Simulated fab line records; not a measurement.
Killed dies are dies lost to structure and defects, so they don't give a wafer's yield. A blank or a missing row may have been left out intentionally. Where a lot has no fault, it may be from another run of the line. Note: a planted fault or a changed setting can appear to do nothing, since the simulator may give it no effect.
A struck lot beside a sound one ; flow berkeley-cmos170 ; 27 steps out of a route of 331
Sound: wafers L760.2, L760.4, L760.6. Wafers struck: L775.1, L775.4, L775.5. Last of all comes the cause.
Each step with rows lists, per side, the tool, then ch with its chambers, then its first start. Under that, the readings that differ: sound wafers ; struck wafers ; difference of the means ; sigmas: that difference in standard deviations of wafers without a fault.
alike: same words and numbers on both sides, and readings whose means sit less than 2 such deviations apart. not compared: any withheld reading, any reading some wafer has no value for, any bound like >300 that may hide the same value, and any number with overlapping values for which the record gives no deviation.
The two part at a step that has a row with sigmas, a row that says differs or no value, or rows on one side only. Numbers that have no deviation but don't overlap get no sigmas and don't part them. A reading that every wafer of one side lacks parts them only if that side has two wafers or more.

UCB170_SPACER_THK_MEAS_01:
  sound: film-metro-03 at day 7 05:08; struck: film-metro-03 at day 11 08:16
  alike: SPACER_TEOS_THK
then, 1 step without rows for these wafers: UCB170_SPACER_ANNEAL_02 (time 1800 s).
UCB170_SPACER_ETCHBACK_03: etches SiO2 in CHF3/CF4/Ar, stops on Si, target depth 376 nm, time 100 s.
  sound on rie-diel-01 ch 0,1,3, day 7 09:56; struck on rie-diel-02 ch 0,1,3, day 11 15:32
  alike: CHF3_flow_sccm, drypump-motor-current-A, oes-product-au, throttle-valve-pct
  not compared: rf-hours-counter-h
then, 6 steps without rows for these wafers: UCB170_PSD_HMDS_00 (prime time 60 s); UCB170_PSD_COAT_01 (resist thk 900 nm); UCB170_PSD_SOFTBAKE_02 (time 60 s); UCB170_PSD_EXPOSE_03 (exposes mask PSELECT MOD, target cd 1200 nm); UCB170_PSD_PEB_04; UCB170_PSD_DEVELOP_05 (develop time 45 s).
UCB170_PSD_CD_MEAS_06 targets a cd of 1200 nm.
  sound: cd-sem-02 at day 7 11:40; struck: cd-sem-01 at day 11 16:59
  alike: cd-nm
UCB170_PSD_OVL_MEAS_07:
  sound: overlay-02 at day 7 11:47; struck: overlay-01 at day 11 17:06
  alike: PSD_OVL
next, for these wafers, 1 step has no rows: UCB170_PSD_IMPLANT_08.
UCB170_PSD_STRIP_09: strips in O2.
  sound on plasma-asher-04 ch 0,1, day 7 11:58; struck on plasma-asher-02 ch 1, day 11 17:17
reading;sound;struck;difference;sigmas
oes-product-au (a.u.);0.595 0.602 0.597;0.437 0.435 0.445;-0.159;-35
strip-time-to-endpoint-s (s);29.35 29.42 29.34;- - -;no value on the struck wafers;
model.KrF_of_PSD_COAT_01.thk-nm (nm);0 0 0;687 687.1 689.1;+688;
  alike: drypump-motor-current-A
  not compared: rf-hours-counter-h
UCB170_PSD_TW_MEAS_10:
  sound: film-metro-04 at day 7 12:04; struck: film-metro-01 at day 11 17:23
  alike: PSD_TW
then, 7 steps without rows for these wafers: UCB170_PSD_CLEAN_11 (cleans in SPM, time 600 s); UCB170_NSD_HMDS_00 (prime time 60 s); UCB170_NSD_COAT_01 (resist thk 900 nm); UCB170_NSD_SOFTBAKE_02 (time 60 s); UCB170_NSD_EXPOSE_03 (exposes mask NSELECT MOD, target cd 1200 nm); UCB170_NSD_PEB_04; UCB170_NSD_DEVELOP_05 (develop time 45 s).
UCB170_NSD_CD_MEAS_06 targets a cd of 1200 nm.
  sound: cd-sem-02 at day 7 13:28; struck: cd-sem-02 at day 11 21:41
  alike: cd-nm
UCB170_NSD_OVL_MEAS_07:
  sound: overlay-02 at day 7 13:35; struck: overlay-02 at day 11 21:48
  alike: NSD_OVL
next, for these wafers, 1 step has no rows: UCB170_NSD_IMPLANT_08.
UCB170_NSD_STRIP_09: strips in O2.
  sound on plasma-asher-02 ch 1, day 7 13:46; struck on plasma-asher-02 ch 0,1, day 11 21:59
reading;sound;struck;difference;sigmas
oes-product-au (a.u.);0.544 0.541 0.529;0.601 0.598 0.612;+0.066;+16
strip-time-to-endpoint-s (s);35.79 35.78 35.82;56.08 56.25 56.21;+20.38;+99 or more
  alike: drypump-motor-current-A
  not compared: rf-hours-counter-h
UCB170_NSD_TW_MEAS_10:
  sound: film-metro-02 at day 7 13:52; struck: film-metro-04 at day 11 22:05
reading;sound;struck;difference;sigmas
NSD_TW;4131 4123 4124;30 30 30;-4096;-99 or more
then, 1 step without rows for these wafers: UCB170_NSD_CLEAN_11 (cleans in SPM, time 600 s).

== WHERE THEY PART ==
Last at UCB170_NSD_TW_MEAS_10 as far as this record goes, first at UCB170_PSD_STRIP_09.

WHY: what the simulator had put in
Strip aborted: plasma-asher-02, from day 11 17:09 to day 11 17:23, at UCB170_PSD_STRIP_09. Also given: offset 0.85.
